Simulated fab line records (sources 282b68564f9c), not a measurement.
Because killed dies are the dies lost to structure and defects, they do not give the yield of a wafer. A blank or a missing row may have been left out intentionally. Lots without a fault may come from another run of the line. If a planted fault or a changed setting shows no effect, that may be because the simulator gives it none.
A struck lot beside a sound one	flow rit-cmos	28 out of 202 route steps
Sound: these wafers, L270.1, L270.3, L270.5. Wafers struck: L285.2, L285.4, L285.6. The cause is given at the end.
For every step that has rows: the tool of each side, followed by ch and its chambers, followed by its first start. Under that, the readings that differ: sound wafers	struck wafers	difference of the means	sigmas: that difference in standard deviations of wafers without a fault.
alike: a reading whose means differ by less than 2 such deviations, as well as words and numbers matching on both sides. not compared: withheld readings; readings where some wafer has no value; bounds like >300 that might hide an equal value; numbers whose values overlap and for which the record gives no deviation.
The two part at a step that has a row with sigmas, a row that says differs or no value, or rows on one side only. When numbers do not overlap yet have no deviation, they are printed without sigmas and do not part them. A reading that every wafer of one side lacks parts them only if that side has two wafers or more.

RIT_ACTIVE_BOW_MEAS_00:
  struck on film-metro-03, day 5 14:01; sound on film-metro-03, day 2 11:00
  alike: INCOMING_BOW
RIT_ACTIVE_OXIDATION_01: target thk 46.8 nm, ox time 3360 s.
  sound on furnace-01 ch 0, day 2 11:07; struck on furnace-01 ch 0, day 5 17:25
reading	sound	struck	difference	sigmas
spike-tc-centre-C (C)	1003.1 1000.0 1002.2	1015.8 1016.9 1017.4	+14.9	+12
spike-tc-load-C (C)	1027.3 1027.3 1028.6	1044.3 1043.0 1041.3	+15.1	+9
tube-center-temp-C (C)	999.81 1000 999.98	1015.1 1015 1014.9	+15.1	+99 or more
tube_center_temp_C_max	1001.7 1002.8 1002.3	1017.9 1017.9 1018.0	+15.7	+41
model.SiO2_of_ACTIVE_OXIDATION_01.thk-nm (nm)	45.89 46.01 45.89	54.11 53.79 53.94	+8.02	
RIT_ACTIVE_THK_MEAS_02:
  struck on film-metro-03, day 5 19:22; sound on film-metro-01, day 2 13:03
reading	sound	struck	difference	sigmas
ACTIVE_OXIDE_THK (nm)	45.9 46.0 45.9	54.1 53.7 53.9	+8.0	+9
then, 1 step without rows for these wafers: RIT_ACTIVE_CVD_03 (deposits Si3N4 from SiH2Cl2/NH3, target thk 150 nm, time 1500 s).
RIT_ACTIVE_THK_MEAS_04:
  struck on film-metro-01, day 5 20:50; sound on film-metro-01, day 2 14:34
  alike: ACTIVE_NITRIDE_THK
then, 6 steps without rows for these wafers: RIT_ACTIVE_HMDS_05 (prime time 60 s); RIT_ACTIVE_COAT_06 (resist thk 1000 nm); RIT_ACTIVE_SOFTBAKE_07 (time 60 s); RIT_ACTIVE_EXPOSE_08 (exposes mask M1, target cd 1400 nm); RIT_ACTIVE_PEB_09; RIT_ACTIVE_DEVELOP_10 (develop time 50 s).
RIT_ACTIVE_CD_MEAS_11: target cd 1400 nm.
  struck on cd-sem-02, day 5 21:46; sound on cd-sem-01, day 2 15:36
  alike: cd-nm
then, 1 step without rows for these wafers: RIT_ACTIVE_HARDBAKE_12 (time 60 s).
RIT_ACTIVE_ETCH_13: etches Si3N4 in SF6, stops on SiO2, time 210 s, target depth 210 nm.
  sound on rie-diel-01 ch 1,2,3, day 2 15:52; struck on rie-diel-03 ch 2,3, day 5 22:01
  alike: drypump-motor-current-A, oes-product-au, throttle-valve-pct
  not compared: rf-hours-counter-h
RIT_ACTIVE_STRIP_14: strips in O2, time 180 s.
  sound on plasma-asher-02 ch 1, day 2 16:00; struck on plasma-asher-01 ch 0,1, day 5 22:13
  alike: drypump-motor-current-A
  not compared: rf-hours-counter-h
RIT_ACTIVE_CD_MEAS_90: target cd 1400 nm.
  struck on cd-sem-01, day 5 22:24; sound on cd-sem-02, day 2 16:10
  alike: cd-nm
then, 4 steps without rows for these wafers: RIT_ACTIVE_CLEAN_15 (cleans in SC1, time 600 s); RIT_ACTIVE_CLEAN_16 (cleans in dHF, time 30 s); RIT_ACTIVE_CLEAN_17 (cleans in SC2, time 600 s); RIT_FOX1_OXIDATION_00 (target thk 350.7 nm, ox time 1130 s).
RIT_FOX1_THK_MEAS_01:
  struck on film-metro-01, day 6 04:11; sound on film-metro-04, day 2 19:28
  alike: FOX1_OXIDE_THK
then, 2 steps without rows for these wafers: RIT_FOX1_WET_ETCH_02 (etches SiO2 in BOE, target depth 350 nm, time 390 s); RIT_FOX2_OXIDATION_00 (target thk 350.7 nm, ox time 1130 s).
RIT_FOX2_THK_MEAS_01:
  struck on film-metro-01, day 6 11:48; sound on film-metro-04, day 2 22:58
  alike: FOX2_OXIDE_THK
then, 1 step without rows for these wafers: RIT_FOX2_CLEAN_02 (cleans in dHF, time 180 s).
RIT_FOX2_WET_ETCH_03: etches Si3N4 in H3PO4, target depth 195 nm, time 2700 s.
  sound on wet-bench-04 ch 0, day 2 23:04; struck on wet-bench-01 ch 0, day 6 11:55
reading	sound	struck	difference	sigmas
model.SiO2_of_ACTIVE_OXIDATION_01.thk-nm (nm)	40.27 39.63 40.45	46.37 46.04 47.99	+6.68	
  alike: bath-heat-duty-pct, temp-c
RIT_FOX2_THK_MEAS_90:
  struck on film-metro-04, day 6 12:45; sound on film-metro-04, day 2 23:50
  alike: FIELD_OXIDE_LEFT_1_THK
RIT_M1_PROBE_99:
  struck on prober-01, day 8 12:28; sound on prober-02, day 4 16:34
reading	sound	struck	difference	sigmas
model.etest.pldd.width-nm (nm)	3186 3188 3206	3102 3083 3086	-103	
model.etest.nldd.width-nm (nm)	3189 3175 3196	3084 3107 3106	-88	
model.etest.nplus-sal.width-nm (nm)	3459 3431 3460	3397 3389 3386	-59	
model.etest.pplus-sal.width-nm (nm)	3450 3414 3459	3395 3402 3388	-46	
model.etest.nmos-narrow.drive-ua-um	240.2 239.5 239.1	207.6 204.9 203.1	-34.4	
model.etest.pmos-narrow.drive-ua-um	109 109.1 109.1	92.58 92.11 91.75	-16.92	
  alike: killed-at-contacts, killed-at-front-end, killed-dies, killed-open, killed-short

## WHERE THEY PART
Last at RIT_ACTIVE_THK_MEAS_02 as far as this record goes, first at RIT_ACTIVE_OXIDATION_01. Later steps at which nothing parts them and some readings are alike: RIT_ACTIVE_THK_MEAS_04, RIT_ACTIVE_CD_MEAS_11, RIT_ACTIVE_ETCH_13, RIT_ACTIVE_STRIP_14, RIT_ACTIVE_CD_MEAS_90, RIT_FOX1_THK_MEAS_01, RIT_FOX2_THK_MEAS_01, RIT_FOX2_WET_ETCH_03, RIT_FOX2_THK_MEAS_90, RIT_M1_PROBE_99.

WHY: what had been put in by the simulator
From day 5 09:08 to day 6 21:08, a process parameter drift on furnace-01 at RIT_ACTIVE_OXIDATION_01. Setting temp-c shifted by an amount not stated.
